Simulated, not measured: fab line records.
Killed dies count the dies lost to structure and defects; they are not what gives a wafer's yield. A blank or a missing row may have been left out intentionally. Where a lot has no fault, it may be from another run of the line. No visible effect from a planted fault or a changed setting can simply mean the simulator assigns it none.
Which of the tools did it?    flow berkeley-cmos170    14 lots with 42 wafers sampled at 3 steps, on a route of 331 steps

WHAT THE GAUGES READ, wafer by wafer
UCB170_PVT_TW_MEAS_09.
lot   measured      on             PVT_TW
L315  day 5 18:23   film-metro-01  519 520 516
L317  day 6 06:37   film-metro-04  512 512 510
L316  day 6 07:07   film-metro-01  518 520 520
L320  day 6 13:11   film-metro-04  511 509 512
L318  day 6 13:22   film-metro-04  511 513 511
L321  day 7 01:59   film-metro-03  516 518 516
L325  day 7 11:25   film-metro-04  510 512 512
L328  day 8 07:37   film-metro-01  520 518 519
L329  day 9 02:38   film-metro-01  31 31 31
L330  day 9 02:51   film-metro-03  30 30 30
L332  day 9 18:14   film-metro-01  515 521 517
L331  day 9 18:29   film-metro-01  518 518 518
L336  day 10 09:18  film-metro-04  511 510 511
L338  day 11 00:29  film-metro-04  514 511 514

EACH LOT AND THE TOOL THAT RAN IT (in order: tool; ch and the chambers of the sampled wafers; start)
lot   UCB170_NVT_STRIP_08                   UCB170_PVT_STRIP_08
L315  plasma-asher-01 ch 0,1, day 5 16:20   plasma-asher-02 ch 0,1, day 5 18:17
L317  plasma-asher-04 ch 0,1, day 6 04:50   plasma-asher-01 ch 0,1, day 6 06:32
L316  plasma-asher-03 ch 0,1, day 6 05:02   plasma-asher-02 ch 1, day 6 07:01
L320  plasma-asher-04 ch 0,1, day 6 10:25   plasma-asher-02 ch 0,1, day 6 13:05
L318  plasma-asher-03 ch 0,1, day 6 10:54   plasma-asher-04 ch 0,1, day 6 13:15
L321  plasma-asher-03 ch 0,1, day 7 00:23   plasma-asher-02 ch 0,1, day 7 01:55
L325  plasma-asher-03 ch 0,1, day 7 09:32   plasma-asher-02 ch 0,1, day 7 11:17
L328  plasma-asher-04 ch 0,1, day 8 06:01   plasma-asher-04 ch 0,1, day 8 07:31
L329  plasma-asher-01 ch 0, day 9 00:08     plasma-asher-01 ch 0,1, day 9 02:32
L330  plasma-asher-04 ch 0,1, day 9 00:24   plasma-asher-01 ch 0, day 9 02:45
L332  plasma-asher-04 ch 0,1, day 9 16:13   plasma-asher-04 ch 0,1, day 9 18:08
L331  plasma-asher-01 ch 0,1, day 9 16:13   plasma-asher-01 ch 0,1, day 9 18:23
L336  plasma-asher-04 ch 0,1, day 10 07:50  plasma-asher-01 ch 0,1, day 10 09:11
L338  plasma-asher-04 ch 1, day 10 22:44    plasma-asher-04 ch 0,1, day 11 00:23
- UCB170_NVT_STRIP_08: strips in O2.
- UCB170_PVT_STRIP_08: strips in O2.

AS READ BY THE TOOLS THEMSELVES (means over the sampled wafers that have a number; for cases with no such wafer, the mark the record gives instead)
UCB170_NVT_STRIP_08.
lot   tool             chamber-pressure-mTorr (mTorr)  drypump-motor-current-A (A)  oes-product-au (a.u.)  strip-time-to-endpoint-s (s)
L315  plasma-asher-01  3502                            6.1                          0.738                  21.65
L317  plasma-asher-04  3500                            5.4                          0.732                  21.69
L316  plasma-asher-03  3498                            5.8                          0.729                  21.69
L320  plasma-asher-04  3499                            5.5                          0.734                  21.58
L318  plasma-asher-03  3499                            5.4                          0.736                  21.56
L321  plasma-asher-03  3499                            5.8                          0.738                  21.58
L325  plasma-asher-03  3497                            5.4                          0.731                  21.75
L328  plasma-asher-04  3499                            5.5                          0.735                  21.72
L329  plasma-asher-01  -                               -                            -                      -
L330  plasma-asher-04  -                               -                            -                      -
L332  plasma-asher-04  3498                            5.4                          0.737                  21.70
L331  plasma-asher-01  3499                            6.1                          0.729                  21.61
L336  plasma-asher-04  3500                            5.4                          0.733                  21.75
L338  plasma-asher-04  3504                            5.3                          0.737                  21.62

UCB170_PVT_STRIP_08.
lot   tool             chamber-pressure-mTorr (mTorr)  drypump-motor-current-A (A)  oes-product-au (a.u.)  strip-time-to-endpoint-s (s)
L315  plasma-asher-02  3500                            5.2                          0.733                  21.54
L317  plasma-asher-01  3500                            6.1                          0.735                  21.61
L316  plasma-asher-02  3501                            5.3                          0.736                  21.64
L320  plasma-asher-02  3501                            5.1                          0.732                  21.70
L318  plasma-asher-04  3503                            5.5                          0.732                  21.65
L321  plasma-asher-02  3501                            5.2                          0.734                  21.62
L325  plasma-asher-02  3499                            5.2                          0.738                  21.57
L328  plasma-asher-04  3497                            5.4                          0.733                  21.73
L329  plasma-asher-01  3499                            6.1                          0.736                  47.88
L330  plasma-asher-01  3501                            6.1                          0.744                  47.91
L332  plasma-asher-04  3499                            5.4                          0.735                  21.63
L331  plasma-asher-01  3501                            6.1                          0.736                  21.78
L336  plasma-asher-01  3501                            6.1                          0.737                  21.67
L338  plasma-asher-04  3501                            5.4                          0.732                  21.63

THE ANSWER, worked out from the rows above alone
Rule: the usual values come from the lots themselves. Put in order of their means at a reading, lots are off if they are a third of the lots or fewer, leave a main group of 4 or more, and stand apart from it by a gap of 3 or more times the standard deviation of the main group's means; of several such gaps the widest counts. The tables above print the reading to a certain number of digits; a main group whose means all agree to those digits is not used. Also off: a lot with no number at a reading for which 4 or more lots have one. All remaining lots with rows at the step are treated as sound. After the gauges, taken in route order, come the tools' own readings; for these a lot's mean is taken, as printed above. The first step at which some lot is off is used, and at that step the reading that is off furthest; a lot without a number counts as furthest.
Off: at UCB170_PVT_TW_MEAS_09 (PVT_TW), L329, L330. Mean 515 and standard deviation 3.5 in the main group.
If a tool, at a process step before that reading, ran all the lots that are off and no sound lot after the first of them, it fits. Not tried: the gauges at UCB170_PVT_TW_MEAS_09; whatever is off there is also off at UCB170_NVT_STRIP_08, on other tools, and gauge error can't account for it. None of those tried fits.

WHAT HAD BEEN PUT IN BY THE SIMULATOR
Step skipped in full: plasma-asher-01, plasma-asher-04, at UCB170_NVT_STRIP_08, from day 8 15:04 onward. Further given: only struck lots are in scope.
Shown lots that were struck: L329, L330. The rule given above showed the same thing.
